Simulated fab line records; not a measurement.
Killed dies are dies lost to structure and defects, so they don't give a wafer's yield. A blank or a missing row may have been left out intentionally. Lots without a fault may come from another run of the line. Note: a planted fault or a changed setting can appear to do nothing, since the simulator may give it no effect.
What tool caused it? :: flow rit_cmos :: 45 wafers from 15 lots sampled at 3 of the route's 202 steps

WHAT THE GAUGES READ, wafer by wafer
RIT_NWELL_OVL_MEAS_06.
lot: L314
measured: day 1 21:42
on: overlay-01
NWELL_OVL (nm): 0.1 1.4 -0.8

lot: L315
measured: day 2 04:19
on: overlay-01
NWELL_OVL (nm): -1.6 -3.1 -1.4

lot: L318
measured: day 2 16:22
on: overlay-01
NWELL_OVL (nm): 1.4 0.4 -0.7

lot: L319
measured: day 2 21:19
on: overlay-02
NWELL_OVL (nm): -0.3 -0.5 -1.0

lot: L321
measured: day 3 08:52
on: overlay-02
NWELL_OVL (nm): 3.8 2.9 1.4

lot: L322
measured: day 3 16:43
on: overlay-01
NWELL_OVL (nm): -2.1 -1.6 -1.8

lot: L325
measured: day 4 07:38
on: overlay-02
NWELL_OVL (nm): 0.0 0.7 0.7

lot: L327
measured: day 4 13:29
on: overlay-02
NWELL_OVL (nm): 1.2 1.2 0.4

lot: L328
measured: day 4 20:08
on: overlay-01
NWELL_OVL (nm): - - -

lot: L329
measured: day 5 02:27
on: overlay-01
NWELL_OVL (nm): - - -

lot: L330
measured: day 5 09:19
on: overlay-02
NWELL_OVL (nm): - - -

lot: L332
measured: day 5 15:14
on: overlay-01
NWELL_OVL (nm): 0.0 -1.2 0.8

lot: L334
measured: day 6 02:53
on: overlay-02
NWELL_OVL (nm): -0.4 1.0 2.1

lot: L336
measured: day 6 10:21
on: overlay-02
NWELL_OVL (nm): -3.5 -0.5 -1.5

lot: L337
measured: day 6 15:16
on: overlay-02
NWELL_OVL (nm): -1.0 -2.4 -0.4

RIT_PWELL_TW_MEAS_10.
lot: L314
measured: day 1 23:59
on: film_metro-01
PWELL_TW: 960 953 957

lot: L315
measured: day 2 06:29
on: film_metro-01
PWELL_TW: 956 959 958

lot: L318
measured: day 2 18:32
on: film_metro-02
PWELL_TW: 947 955 949

lot: L319
measured: day 2 23:29
on: film_metro-01
PWELL_TW: 955 960 953

lot: L321
measured: day 3 11:02
on: film_metro-01
PWELL_TW: 952 949 952

lot: L322
measured: day 3 19:00
on: film_metro-04
PWELL_TW: 944 948 944

lot: L325
measured: day 4 09:47
on: film_metro-01
PWELL_TW: 949 952 949

lot: L327
measured: day 4 15:44
on: film_metro-01
PWELL_TW: 952 954 954

lot: L328
measured: day 4 22:20
on: film_metro-02
PWELL_TW: 2195 2198 2196

lot: L329
measured: day 5 04:49
on: film_metro-01
PWELL_TW: 2212 2214 2214

lot: L330
measured: day 5 11:36
on: film_metro-01
PWELL_TW: 2202 2203 2207

lot: L332
measured: day 5 17:32
on: film_metro-01
PWELL_TW: 954 953 953

lot: L334
measured: day 6 05:19
on: film_metro-01
PWELL_TW: 968 962 962

lot: L336
measured: day 6 12:31
on: film_metro-02
PWELL_TW: 946 946 948

lot: L337
measured: day 6 17:26
on: film_metro-02
PWELL_TW: 942 951 946

EACH LOT AND THE TOOL THAT RAN IT (in order: tool; ch and the chambers of the sampled wafers; start)
lot: L314
RIT_NWELL_COAT_01: litho_track-02 ch 0, day 1 20:58

lot: L315
RIT_NWELL_COAT_01: litho_track-03 ch 0, day 2 03:29

lot: L318
RIT_NWELL_COAT_01: litho_track-03 ch 0, day 2 15:31

lot: L319
RIT_NWELL_COAT_01: litho_track-03 ch 0, day 2 20:37

lot: L321
RIT_NWELL_COAT_01: litho_track-02 ch 0, day 3 08:01

lot: L322
RIT_NWELL_COAT_01: litho_track-04 ch 0, day 3 15:46

lot: L325
RIT_NWELL_COAT_01: litho_track-03 ch 0, day 4 06:46

lot: L327
RIT_NWELL_COAT_01: litho_track-04 ch 0, day 4 12:40

lot: L328
RIT_NWELL_COAT_01: litho_track-02, day 4 19:27

lot: L329
RIT_NWELL_COAT_01: litho_track-04, day 5 01:43

lot: L330
RIT_NWELL_COAT_01: litho_track-02, day 5 08:27

lot: L332
RIT_NWELL_COAT_01: litho_track-02 ch 0, day 5 14:05

lot: L334
RIT_NWELL_COAT_01: litho_track-04 ch 0, day 6 02:10

lot: L336
RIT_NWELL_COAT_01: litho_track-04 ch 0, day 6 09:37

lot: L337
RIT_NWELL_COAT_01: litho_track-02 ch 0, day 6 14:25
- RIT_NWELL_COAT_01: resist thk 1300 nm.

AS READ BY THE TOOLS THEMSELVES (means over the sampled wafers that have a number; for cases with no such wafer, the mark the record gives instead)
RIT_NWELL_COAT_01.
lot: L314
tool: litho_track-02
chill_plate_temp_C (C): 22.94
dispense_pressure_kPa (kPa): 50

lot: L315
tool: litho_track-03
chill_plate_temp_C (C): 22.97
dispense_pressure_kPa (kPa): 44

lot: L318
tool: litho_track-03
chill_plate_temp_C (C): 23.13
dispense_pressure_kPa (kPa): 44

lot: L319
tool: litho_track-03
chill_plate_temp_C (C): 23.00
dispense_pressure_kPa (kPa): 44

lot: L321
tool: litho_track-02
chill_plate_temp_C (C): 23.07
dispense_pressure_kPa (kPa): 50

lot: L322
tool: litho_track-04
chill_plate_temp_C (C): 23.11
dispense_pressure_kPa (kPa): 41

lot: L325
tool: litho_track-03
chill_plate_temp_C (C): 22.96
dispense_pressure_kPa (kPa): 44

lot: L327
tool: litho_track-04
chill_plate_temp_C (C): 23.01
dispense_pressure_kPa (kPa): 41

lot: L328
tool: litho_track-02
chill_plate_temp_C (C): -
dispense_pressure_kPa (kPa): -

lot: L329
tool: litho_track-04
chill_plate_temp_C (C): -
dispense_pressure_kPa (kPa): -

lot: L330
tool: litho_track-02
chill_plate_temp_C (C): -
dispense_pressure_kPa (kPa): -

lot: L332
tool: litho_track-02
chill_plate_temp_C (C): 22.97
dispense_pressure_kPa (kPa): 49

lot: L334
tool: litho_track-04
chill_plate_temp_C (C): 23.12
dispense_pressure_kPa (kPa): 41

lot: L336
tool: litho_track-04
chill_plate_temp_C (C): 22.94
dispense_pressure_kPa (kPa): 41

lot: L337
tool: litho_track-02
chill_plate_temp_C (C): 22.97
dispense_pressure_kPa (kPa): 49

THE ANSWER, worked out from the rows above alone
Rule: the usual values come from the lots themselves. The widest of any qualifying gaps counts: lots, ordered by their means at a reading, are off when they make up no more than a third of the lots, leave a main group of 4 or more, and stand apart from it by 3 or more times the standard deviation of that group's means. The tables above print the reading to a certain number of digits; a main group whose means all agree to those digits is not used. Also off: a lot with no number at a reading for which 4 or more lots have one. Any other lot the step has rows for is counted as sound. The gauges are gone through in route order, then the tools' own readings, and for those a lot's mean is taken as printed above. At the first step where some lot is off, the reading lying furthest off is the one used; lots without a number count as furthest.
Off: at RIT_NWELL_OVL_MEAS_06 (NWELL_OVL), L328, L329, L330. Without a number there: L328, L329, L330. For the main group the mean is -0.2 nm and the standard deviation 1.3.
A tool fits if, at a process step before that reading, it ran every lot that is off, and no sound lot after the first of them. Not tried: the gauges at RIT_NWELL_OVL_MEAS_06; whatever is off there is also off at RIT_PWELL_TW_MEAS_10, on other tools, and gauge error can't account for it. Of those tried, none fits.

WHAT THE SIMULATOR PUT IN
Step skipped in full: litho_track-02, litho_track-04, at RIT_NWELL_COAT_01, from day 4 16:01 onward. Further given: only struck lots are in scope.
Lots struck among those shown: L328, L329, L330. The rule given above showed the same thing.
